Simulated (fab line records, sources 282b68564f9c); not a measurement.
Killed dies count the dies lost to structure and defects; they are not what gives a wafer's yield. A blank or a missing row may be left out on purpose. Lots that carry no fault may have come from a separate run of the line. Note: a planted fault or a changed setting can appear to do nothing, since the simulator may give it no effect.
fab line records | flow rit_cmos
record: lots: 14 | wafers: 42 | last_day: 7
route steps=202 shown CONTACT@168
lots untouched by any fault: they come from a run of this same line in which no faults occurred
start_h: the number of hours between the record's first day and the start of the first shown wafer of the lot | wait_h: how many hours have passed since the lot's step before this one | " the same as in the row above | L1.1+2: a row that stands for several wafers | - value missing, or start not given | * or withheld: withheld | < > ~ a bound
route shown NAME@n: a module of which the file shows steps, and the number in the route of the first | usual: the fault-free wafers' mean and standard deviation | same: alike in all rows | chamber/n: place in a boat | sites: the reading at each site | _std_site: standard deviation of those values | _edge_site: inner sites' mean taken away from outer sites' mean | radius_mm: for every site, how far away it sits from the centre of the wafer | mask NAME#n: copy n | behind: tool/chamber where the wafer was last shaped | hold: the reason the lot was held/the length of the hold in hours/how it ended | device: the transistor (n, p or np) that didn't switch | end of line: the route-end tests of the same wafers | a step given without rows: its recipe and nothing more | killed: dies that structure and defects cost at the first sort, which is not the same as the wafer's yield | map: per-die view of a wafer (x killed, . not killed, _ where there is no die)
set.NAME: the run value of the setting; set.NAME@STEP: its run value at that earlier step | model.NAME: the simulator's own value behind a step, which no gauge read
a sample of lots followed through the steps of the route, with each step as a table and each wafer as a row
services: from which hour (start_h, from the record's first day; less than 0 if before it) a tool's chamber was out of use, for how many hours, and why
== steps ==
step: RIT_CONTACT_CVD_00
recipe: material: SiO2 | target_thk_nm: 400 | precursor: TEOS | temp_c: 390 | time_s: 61 | rf_w: 400
usual: heater_power_w: 296/53
lot.wafer | tool     | chamber | start_h | wait_h | heater_power_w
L309.1    | pecvd-04 | 2       | 63.42   | 0.1    | 347
L309.3    | "        | 0       | "       | "      | 350
L309.4    | "        | 2       | "       | "      | 350
L311.3    | pecvd-03 | 0       | 67.59   | 0.0    | 299
L311.5    | "        | 0       | "       | "      | 310
L311.6    | "        | 1       | "       | "      | 214
L310.1    | pecvd-02 | 2       | 69.63   | 0.1    | 316
L310.2    | "        | 1       | "       | "      | 300
L310.3    | "        | 0       | "       | "      | 322
L312.1    | pecvd-04 | 0       | 74.45   | 0.1    | 411
L312.2    | "        | 1       | "       | "      | 294
L312.3    | "        | 2       | "       | "      | 362
L313.2    | pecvd-03 | 1       | 78.99   | 0.0    | 216
L313.3    | "        | 0       | "       | "      | 331
L313.6    | "        | 1       | "       | "      | 224
L314.2    | pecvd-02 | 2       | 84.20   | 0.0    | 318
L314.3    | "        | 1       | "       | "      | 316
L314.5    | "        | 0       | "       | "      | 289
L316.3    | pecvd-03 | 2       | 92.27   | 0.0    | 316
L316.4    | "        | 0       | "       | "      | 319
L316.6    | "        | 2       | "       | "      | 325
L319.2    | pecvd-04 | 2       | 105.36  | 0.0    | 335
L319.3    | "        | 1       | "       | "      | 286
L319.4    | "        | 0       | "       | "      | 404
L318.1    | pecvd-03 | 1       | 107.60  | 0.1    | 216
L318.4    | "        | 0       | "       | "      | 292
L318.6    | "        | 2       | "       | "      | 262
L325.1    | pecvd-03 | 0       | 134.48  | 0.1    | 310
L325.4    | "        | 1       | "       | "      | 189
L325.5    | "        | 2       | "       | "      | 276
L328.1    | pecvd-03 | 2       | 150.89  | 0.1    | 287
L328.3    | "        | 1       | "       | "      | 188
L328.6    | "        | 1       | "       | "      | 204
L329.2    | pecvd-02 | 1       | 154.89  | 0.0    | 266
L329.4    | "        | 1       | "       | "      | 288
L329.6    | "        | 0       | "       | "      | 314
L330.3    | pecvd-04 | 2       | 160.73  | 0.1    | 370
L330.4    | "        | 1       | "       | "      | 257
L330.5    | "        | 1       | "       | "      | 270
L332.1    | pecvd-04 | 1       | 171.02  | 0.1    | 299
L332.2    | "        | 0       | "       | "      | 368
L332.6    | "        | 1       | "       | "      | 216
step: RIT_CONTACT_THK_MEAS_01
recipe: reads: SiO2_of_CONTACT_CVD_00
usual: CONTACT_TEOS_THK: 399/5.2
lot.wafer | tool          | chamber | start_h | wait_h | CONTACT_TEOS_THK[nm]
L309.1    | film_metro-03 | -       | 63.47   | 0.0    | 397
L309.3    | "             | -       | "       | "      | 394
L309.4    | "             | -       | "       | "      | 394
L311.3    | film_metro-03 | -       | 67.66   | 0.0    | 393
L311.5    | "             | -       | "       | "      | 396
L311.6    | "             | -       | "       | "      | 398
L310.1    | film_metro-04 | -       | 69.68   | 0.0    | 396
L310.2    | "             | -       | "       | "      | 395
L310.3    | "             | -       | "       | "      | 389
L312.1    | film_metro-03 | -       | 74.50   | 0.0    | 406
L312.2    | "             | -       | "       | "      | 394
L312.3    | "             | -       | "       | "      | 404
L313.2    | film_metro-04 | -       | 79.05   | 0.0    | 395
L313.3    | "             | -       | "       | "      | 388
L313.6    | "             | -       | "       | "      | 391
L314.2    | film_metro-03 | -       | 84.26   | 0.0    | 392
L314.3    | "             | -       | "       | "      | 396
L314.5    | "             | -       | "       | "      | 395
L316.3    | film_metro-02 | -       | 92.34   | 0.0    | 391
L316.4    | "             | -       | "       | "      | 398
L316.6    | "             | -       | "       | "      | 394
L319.2    | film_metro-03 | -       | 105.42  | 0.0    | 402
L319.3    | "             | -       | "       | "      | 397
L319.4    | "             | -       | "       | "      | 410
L318.1    | film_metro-02 | -       | 107.65  | 0.0    | 393
L318.4    | "             | -       | "       | "      | 403
L318.6    | "             | -       | "       | "      | 400
L325.1    | film_metro-04 | -       | 134.53  | 0.0    | 346
L325.4    | "             | -       | "       | "      | 354
L325.5    | "             | -       | "       | "      | 349
L328.1    | film_metro-04 | -       | 150.94  | 0.0    | 344
L328.3    | "             | -       | "       | "      | 346
L328.6    | "             | -       | "       | "      | 352
L329.2    | film_metro-04 | -       | 154.95  | 0.0    | 402
L329.4    | "             | -       | "       | "      | 401
L329.6    | "             | -       | "       | "      | 401
L330.3    | film_metro-03 | -       | 160.80  | 0.0    | 403
L330.4    | "             | -       | "       | "      | 400
L330.5    | "             | -       | "       | "      | 402
L332.1    | film_metro-02 | -       | 171.07  | 0.0    | 395
L332.2    | "             | -       | "       | "      | 400
L332.6    | "             | -       | "       | "      | 405
== services ==
tool     | chamber | start_h | hours | kind
pecvd-03 | -       | 60.55   | 5.5   | pm
pecvd-02 | -       | 118.18  | 6.5   | repair
pecvd-04 | 0       | 134.14  | 28.7  | repair
pecvd-03 | -       | 137.16  | 0.8   | repair
pecvd-02 | 0       | 137.56  | 3.6   | repair
== key ==
first_sign: step: RIT_CONTACT_THK_MEAS_01 | reading: CONTACT_TEOS_THK | direction: down | sigmas: 9.6 | usual: 399 | struck: 348
effect none on later readings
met_at RIT_CONTACT_CVD_00
struck_lots L325,L328
tester_left_out L325,L328
onset_between 107.60 134.48
fault: kind: process_parameter_drift | tool: pecvd-03 | chamber: - | onset_h: 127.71 | steps: RIT_CONTACT_CVD_00 | channel: target_thk_nm | offset: -52.465 | shape: step | end_h: 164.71 | stated: 400
tester_left_out: of these lots the tester's yield and bins aren't shown, on N5 and GAA mostly nor the transistor test; their killed dies are dies lost to structure and defects alone, not to doping, threshold or leakage, so they don't give the yield
